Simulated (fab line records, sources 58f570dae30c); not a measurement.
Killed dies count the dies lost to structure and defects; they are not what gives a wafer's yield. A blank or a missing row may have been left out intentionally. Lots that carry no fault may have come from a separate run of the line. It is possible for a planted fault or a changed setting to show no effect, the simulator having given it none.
Struck lot and sound lot, side by side -- flow berkeley-cmos170 -- 23 out of 331 route steps
Sound: the wafers L231.1, L231.4, L231.6. Wafers struck: L244.1, L244.2, L244.3. The cause is given at the end.
Each step with rows lists, per side, the tool, then ch with its chambers, then its first start. Under that, the readings that differ: sound wafers -- struck wafers -- difference of the means -- sigmas: that difference in standard deviations of wafers without a fault.
alike: readings with means less than 2 such deviations apart, plus words and numbers identical on both sides. not compared: withheld readings, readings lacking a value on some wafer, bounds such as >300 that could conceal the same value, and numbers that have no deviation in the record and whose values overlap.
A row with sigmas, a row that says differs or no value, or rows on one side alone: a step with any of these is where the two part. Non-overlapping numbers with no deviation appear without sigmas and do not part them. A reading that every wafer of one side lacks parts them only if that side has two wafers or more.

UCB170_NWELL_ETCH_13: etches Si3N4 in CH3F/Ar/O2, stops on SiO2, target depth 246.4 nm, time 154 s.
  sound on rie-diel-03 ch 0,1,2, day 3 20:28; struck on rie-diel-01 ch 0,1,2, day 6 17:57
  alike: drypump-motor-current-A, oes-product-au, throttle-valve-pct
  not compared: rf-hours-counter-h
after that, 1 step had no rows for these wafers: UCB170_NWELL_IMPLANT_14.
UCB170_NWELL_STRIP_15: strips in O2.
  sound on plasma-asher-03 ch 0,1, day 3 20:43; struck on plasma-asher-01 ch 0,1, day 6 18:12
  alike: drypump-motor-current-A, oes-product-au, strip-time-to-endpoint-s
  not compared: rf-hours-counter-h
UCB170_NWELL_TW_MEAS_16:
  sound on film-metro-02 at day 3 20:49; struck on film-metro-04 at day 6 18:18
  alike: NWELL_TW
then, 6 steps without rows for these wafers: UCB170_NWELL_CLEAN_17 (cleans in SPM, time 600 s); UCB170_NWELL_WET_ETCH_18 (etches Si3N4 in H3PO4, time 14400 s); UCB170_NWELL_WET_ETCH_19 (etches SiO2 in BOE, time 22 s); UCB170_PWELL_CLEAN_00 (cleans in SPM, time 600 s); UCB170_PWELL_CLEAN_01 (cleans in dHF, time 60 s); UCB170_PWELL_OXIDATION_02 (target thk 26.4 nm, ox time 1260 s).
UCB170_PWELL_THK_MEAS_03:
  sound on film-metro-02 at day 4 07:55; struck on film-metro-02 at day 7 02:59
reading,sound,struck,difference,sigmas
PWELL_OXIDE_THK (nm),26.0 25.4 25.3,26.6 26.9 26.8,+1.2,+2
then, 1 step without rows for these wafers: UCB170_PWELL_ANNEAL_04 (time 900 s).
UCB170_PWELL_CVD_05: deposits Si3N4 from SiH2Cl2/NH3, target thk 220 nm, time 3300 s.
  sound on lpcvd-01 ch 1, day 4 14:39; struck on lpcvd-02 ch 0, day 7 08:59
  alike: zone-power-centre-pct
UCB170_PWELL_THK_MEAS_06:
  sound on film-metro-03 at day 4 16:34; struck on film-metro-02 at day 7 10:53
reading,sound,struck,difference,sigmas
PWELL_NITRIDE_THK (nm),219.6 219.0 219.0,441.1 444.1 443.7,+223.8,+99 or more
then, 6 steps without rows for these wafers: UCB170_PWELL_HMDS_07 (prime time 60 s); UCB170_PWELL_COAT_08 (resist thk 900 nm); UCB170_PWELL_SOFTBAKE_09 (time 60 s); UCB170_PWELL_EXPOSE_10 (exposes mask PWELL, target cd 3000 nm); UCB170_PWELL_PEB_11; UCB170_PWELL_DEVELOP_12 (develop time 45 s).
UCB170_PWELL_OVL_MEAS_13:
  sound on overlay-01 at day 4 17:36; struck on overlay-01 at day 7 11:55
  alike: PWELL_OVL
UCB170_PWELL_ETCH_14: etches Si3N4 in CH3F/Ar/O2, stops on SiO2, target depth 242 nm, time 151 s.
  sound on rie-diel-01 ch 0,1,2, day 4 17:38; struck on rie-diel-04 ch 1,2,3, day 7 11:57
reading,sound,struck,difference,sigmas
oes-product-au (a.u.),0.943 0.932 0.915,0.998 0.976 0.985,+0.056,+4
model.etch.depth-nm (nm),219.7 219 218.9,239.1 240.4 239.5,+20.5,
  alike: drypump-motor-current-A, throttle-valve-pct
  not compared: rf-hours-counter-h
after that, 1 step had no rows for these wafers: UCB170_PWELL_IMPLANT_15.

## WHERE THEY PART
First at UCB170_PWELL_THK_MEAS_03; last, within this record, at UCB170_PWELL_ETCH_14.

WHY: whatever the simulator had introduced
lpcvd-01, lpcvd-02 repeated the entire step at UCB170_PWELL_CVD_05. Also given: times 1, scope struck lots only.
